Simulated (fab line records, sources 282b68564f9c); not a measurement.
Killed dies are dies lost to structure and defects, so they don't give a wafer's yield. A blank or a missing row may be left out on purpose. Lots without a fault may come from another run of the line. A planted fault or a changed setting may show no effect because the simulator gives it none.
fab line records | flow rit_cmos
record lots=13 wafers=39 last_day=7
route steps=202 shown ACTIVE@15 FOX1@20 FOX2@80 REOX@102 M1@202
lots that met no fault: from a run of the same line without faults
start_h: hours from the record's first day to the start of the lot's first wafer shown | wait_h: hours since the lot's step before | " the same as in the row above | L1.1+2: a row that stands for several wafers | - no value, or no start given | * or withheld: withheld | < > ~ a bound
route shown NAME@n: a module of which the file shows steps, and the number in the route of the first | usual: mean/standard deviation of fault-free wafers | same: alike in all rows | chamber/n: place in a boat | sites: the reading at each site | _std_site: their standard deviation | _edge_site: outer sites' mean less inner sites' | radius_mm: how far each site lies from the wafer's centre | mask NAME#n: copy n | behind: the tool/chamber that last shaped the wafer | hold: why the lot was held/for how many hours/how that ended | device: the transistor (n, p or np) that didn't switch | end of line: the same wafers' tests at the end of the route | a step without rows: its recipe alone | killed: dies lost to structure and defects at the first sort, not the wafer's yield | map: a wafer's dies, x killed, . not, _ none there
set.NAME: the setting as run; set.NAME@STEP: as run at that earlier step | model.NAME: the simulator's own value behind a step, which no gauge read
steps of the route over a sample of lots; a table a step, a row a wafer
services: from which hour (start_h, from the record's first day; less than 0 if before it) a tool's chamber was out of use, for how many hours, and why
## steps
# step RIT_ACTIVE_STRIP_14
# recipe chemistry=O2 time_s=180 resist=NOVOLAK platen_temp_c=withheld power_w=500 pressure_mtorr=4000 o2_flow_sccm=4000
# usual drypump_motor_current_A=5.78/0.3
# columns lot.wafer tool chamber start_h wait_h drypump_motor_current_A rf_hours_counter_h
L634.3 plasma_asher-02 1 15.00 0.1 5.80 -
L634.5 " 1 " " 5.78 -
L634.6 " 0 " " 5.70 -
L635.1 plasma_asher-04 1 20.20 0.1 5.76 41
L635.2 " 0 " " 6.02 41
L635.6 " 0 " " 6.03 -
L636.1 plasma_asher-02 1 25.82 0.1 5.77 37
L636.2 " 0 " " 5.70 37
L636.3 " 1 " " 5.79 -
L637.1 plasma_asher-04 1 29.99 0.1 5.76 42
L637.4 " 1 " " 5.76 -
L637.5 " 1 " " 5.74 -
L642.1 plasma_asher-04 1 54.96 0.1 5.73 44
L642.2 " 0 " " 6.02 44
L642.4 " 1 " " 5.75 -
L645.2 plasma_asher-02 1 69.97 0.1 5.76 41
L645.4 " 1 " " 5.78 -
L645.5 " 0 " " 5.69 -
L646.2 plasma_asher-02 0 74.97 0.1 5.67 42
L646.3 " 1 " " 5.75 -
L646.5 " 0 " " 5.70 -
L648.1 plasma_asher-04 0 84.84 0.1 6.05 47
L648.2 " 1 " " 5.77 47
L648.3 " 0 " " 6.04 -
L650.2 plasma_asher-04 0 95.42 0.1 6.01 48
L650.4 " 0 " " 6.02 -
L650.6 " 1 " " 5.76 -
L653.4 plasma_asher-04 1 110.03 0.1 5.77 -
L653.5 " 0 " " 6.03 -
L653.6 " 1 " " 5.75 -
L655.1 plasma_asher-02 1 119.87 0.1 5.79 0
L655.5 " 0 " " 5.71 -
L655.6 " 1 " " 5.80 -
L656.2 plasma_asher-02 1 127.40 0.1 5.74 1
L656.4 " 0 " " 5.71 -
L656.6 " 1 " " 5.76 -
L657.2 plasma_asher-03 0 131.54 0.1 6.37 28
L657.4 " 0 " " 6.38 -
L657.5 " 0 " " 6.36 -
# step RIT_FOX1_OXIDATION_00
# recipe temp_c=1100 ambient=H2O target_thk_a=3507 p_h2o_torr=720 ox_time_s=1130
# columns lot.wafer tool chamber start_h wait_h
L634.3+5+6 furnace-04 0 17.25 1.6
L635.1+2+6 furnace-04 0 22.61 1.7
L636.1+2+3 furnace-04 0 26.56 0.0
L637.1+4+5 furnace-04 0 32.17 1.5
L642.1+2+4 furnace-03 0 56.43 0.8
L645.2+4+5 furnace-03 0 71.08 0.4
L646.2+3+5 furnace-01 0 78.70 3.1
L648.1+2+3 furnace-01 0 86.55 1.0
L650.2+4+6 furnace-04 0 97.27 1.2
L653.4+5+6 furnace-01 0 111.97 1.3
L655.1+5+6 furnace-01 0 123.21 2.6
L656.2+4+6 furnace-01 0 128.06 0.0
L657.2+4+5 furnace-03 0 132.21 0.0
# step RIT_FOX1_THK_MEAS_01
# recipe reads=SiO2_of_FOX1_OXIDATION_00
# usual FOX1_OXIDE_THK=348/5.8
# columns lot.wafer tool chamber start_h wait_h FOX1_OXIDE_THK[nm]
L634.3 film_metro-02 - 18.59 0.0 339
L634.5 " - " " 341
L634.6 " - " " 340
L635.1 film_metro-01 - 23.92 0.0 360
L635.2 " - " " 359
L635.6 " - " " 355
L636.1 film_metro-01 - 27.87 0.0 352
L636.2 " - " " 348
L636.3 " - " " 353
L637.1 film_metro-02 - 33.49 0.0 345
L637.4 " - " " 347
L637.5 " - " " 341
L642.1 film_metro-01 - 57.74 0.0 224
L642.2 " - " " 229
L642.4 " - " " 223
L645.2 film_metro-02 - 72.40 0.0 217
L645.4 " - " " 214
L645.5 " - " " 215
L646.2 film_metro-03 - 80.03 0.0 352
L646.3 " - " " 349
L646.5 " - " " 347
L648.1 film_metro-02 - 87.87 0.0 348
L648.2 " - " " 350
L648.3 " - " " 351
L650.2 film_metro-01 - 98.59 0.0 348
L650.4 " - " " 350
L650.6 " - " " 348
L653.4 film_metro-01 - 113.32 0.0 352
L653.5 " - " " 351
L653.6 " - " " 347
L655.1 film_metro-02 - 124.53 0.0 331
L655.5 " - " " 336
L655.6 " - " " 340
L656.2 film_metro-02 - 129.39 0.0 352
L656.4 " - " " 354
L656.6 " - " " 353
L657.2 film_metro-03 - 133.53 0.0 356
L657.4 " - " " 355
L657.5 " - " " 358
# step RIT_FOX2_THK_MEAS_91
# recipe reads=SiO2_of_FOX2_OXIDATION_00
# usual FIELD_OXIDE_LEFT_2_THK=254/5.6
# columns lot.wafer tool chamber start_h wait_h FIELD_OXIDE_LEFT_2_THK[nm]
L634.3 film_metro-01 - 33.62 0.0 265
L634.5 " - " " 265
L634.6 " - " " 264
L635.1 film_metro-04 - 39.42 0.0 251
L635.2 " - " " 248
L635.6 " - " " 246
L636.1 film_metro-02 - 43.59 0.0 254
L636.2 " - " " 247
L636.3 " - " " 249
L637.1 film_metro-02 - 48.80 0.0 253
L637.4 " - " " 252
L637.5 " - " " 253
L642.1 film_metro-01 - 73.41 0.0 246
L642.2 " - " " 250
L642.4 " - " " 246
L645.2 film_metro-02 - 89.57 0.0 257
L645.4 " - " " 259
L645.5 " - " " 262
L646.2 film_metro-02 - 96.70 0.0 252
L646.3 " - " " 254
L646.5 " - " " 249
L648.1 film_metro-04 - 103.32 0.0 252
L648.2 " - " " 251
L648.3 " - " " 255
L650.2 film_metro-04 - 115.75 0.0 255
L650.4 " - " " 257
L650.6 " - " " 254
L653.4 film_metro-01 - 128.13 0.0 255
L653.5 " - " " 256
L653.6 " - " " 260
L655.1 film_metro-02 - 140.24 0.0 250
L655.5 " - " " 256
L655.6 " - " " 257
L656.2 film_metro-02 - 145.32 0.0 256
L656.4 " - " " 253
L656.6 " - " " 253
L657.2 film_metro-02 - 150.91 0.0 259
L657.4 " - " " 255
L657.5 " - " " 253
# step RIT_REOX_THK_MEAS_04
# recipe reads=SiO2_of_REOX_OXIDATION_03
# usual REOX_OXIDE_THK=25.0/0.38
# columns lot.wafer tool chamber start_h wait_h REOX_OXIDE_THK[nm]
L634.3 film_metro-03 - 43.22 0.0 25.0
L634.5 " - " " 25.2
L634.6 " - " " 25.3
L635.1 film_metro-01 - 50.83 0.0 24.9
L635.2 " - " " 24.8
L635.6 " - " " 25.2
L636.1 film_metro-04 - 53.38 0.0 24.9
L636.2 " - " " 25.6
L636.3 " - " " 25.6
L637.1 film_metro-04 - 56.49 0.0 24.8
L637.4 " - " " 25.0
L637.5 " - " " 25.1
L642.1 film_metro-03 - 86.46 0.0 25.1
L642.2 " - " " 24.5
L642.4 " - " " 24.4
L645.2 film_metro-04 - 101.84 0.0 25.5
L645.4 " - " " 25.4
L645.5 " - " " 25.6
L646.2 film_metro-03 - 107.57 0.0 25.3
L646.3 " - " " 25.7
L646.5 " - " " 25.2
L648.1 film_metro-03 - 111.09 0.0 25.3
L648.2 " - " " 24.7
L648.3 " - " " 24.5
L650.2 film_metro-01 - 126.90 0.0 25.2
L650.4 " - " " 25.0
L650.6 " - " " 25.0
L653.4 film_metro-01 - 136.25 0.0 24.8
L653.5 " - " " 24.9
L653.6 " - " " 24.9
L655.1 film_metro-03 - 151.34 0.0 24.8
L655.5 " - " " 25.4
L655.6 " - " " 25.5
L656.2 film_metro-04 - 156.09 0.0 24.7
L656.4 " - " " 25.2
L656.6 " - " " 24.3
L657.2 film_metro-01 - 159.77 0.0 25.6
L657.4 " - " " 25.5
L657.5 " - " " 25.7
# step RIT_M1_PROBE_99
# usual killed_at_contacts=0.0/0.22 killed_at_front_end=7/3.3 killed_dies=7/3.3 killed_on_rim=1.9/1.4 killed_open=3.3/1.9 killed_short=3.6/2.1
# same gross_dies=264 killed_at_M0_to_M3=0 killed_at_M4_up=0 killed_at_back_side=0 killed_at_other=0
# columns lot.wafer tool chamber start_h wait_h killed_at_contacts killed_at_front_end killed_dies killed_on_rim killed_open killed_short
L645.2 prober-02 - 119.90 0.1 0 15 15 7 8 7
L645.4 prober-02 - 120.00 0.2 0 12 12 3 5 7
L645.5 prober-02 - 120.05 0.2 0 6 6 1 4 2
L646.2 prober-01 - 124.09 0.1 0 12 12 3 6 6
L646.3 prober-01 - 124.14 0.2 0 4 4 1 2 2
L646.5 prober-01 - 124.24 0.2 0 4 4 2 2 2
# killed by level:class
L645.2 GATE:geometric_particle:open=6 FOX2:geometric_particle:short=3 SPACER:geometric_particle:short=2 FOX2:geometric_particle:open=1 GATE:geometric_particle:short=1 REOX:geometric_particle:short=1 SILICIDE:geometric_particle:open=1
L645.4 FOX1:geometric_particle:open=2 FOX2:geometric_particle:open=2 SILICIDE:geometric_particle:short=2 FOX1:geometric_particle:short=1 FOX2:geometric_particle:short=1 GATE:geometric_particle:open=1 GATE:geometric_particle:short=1 REOX:geometric_particle:short=1
L645.5 SPACER:geometric_particle:open=2 GATE:geometric_particle:short=1 GATE:geometric_particle:open=1 SILICIDE:geometric_particle:short=1 SILICIDE:geometric_particle:open=1
L646.2 GATE:geometric_particle:short=3 GATE:geometric_particle:open=3 SPACER:geometric_particle:open=2 SPACER:geometric_particle:short=2 REOX:geometric_particle:short=1 REOX:geometric_particle:open=1
L646.3 FOX1:geometric_particle:open=1 GATE:geometric_particle:short=1 SILICIDE:geometric_particle:short=1 SILICIDE:geometric_particle:open=1
L646.5 FOX1:geometric_particle:open=2 FOX1:geometric_particle:short=1 SILICIDE:geometric_particle:short=1
## services
# columns tool chamber start_h hours kind
furnace-01 - 17.56 3.5 pm
plasma_asher-04 - 32.25 2.2 repair
furnace-03 - 35.50 3.8 pm
plasma_asher-03 - 41.25 0.8 repair
furnace-03 - 72.40 3.4 pm
furnace-01 - 96.51 4.2 pm
plasma_asher-03 - 99.91 28.1 pm
plasma_asher-02 - 108.75 9.0 pm
plasma_asher-02 0 108.75 9.0 vent_cycle
plasma_asher-02 1 108.75 9.0 vent_cycle
furnace-04 - 115.36 3.7 pm
plasma_asher-02 0 117.75 - clean
plasma_asher-02 1 117.75 - clean
## key
first_sign step=RIT_FOX1_THK_MEAS_01 reading=FOX1_OXIDE_THK direction=down sigmas=22 usual=348 struck=220
effect none on later readings
met_at RIT_FOX1_OXIDATION_00
struck_lots L642,L645
tester_left_out L642,L645
not_acting_at RIT_ACTIVE_STRIP_14,RIT_FOX2_THK_MEAS_91,RIT_REOX_THK_MEAS_04
fault kind=process_parameter_drift tool=furnace-03 chamber=- onset_h=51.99 steps=RIT_FOX1_OXIDATION_00 channel=ox_time_s offset=* shape=step end_h=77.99 acts_in=* stated=*
# tester_left_out: of these lots the tester's yield and bins aren't shown, on N5 and GAA mostly nor the transistor test; their killed dies are dies lost to structure and defects alone, not to doping, threshold or leakage, so they don't give the yield
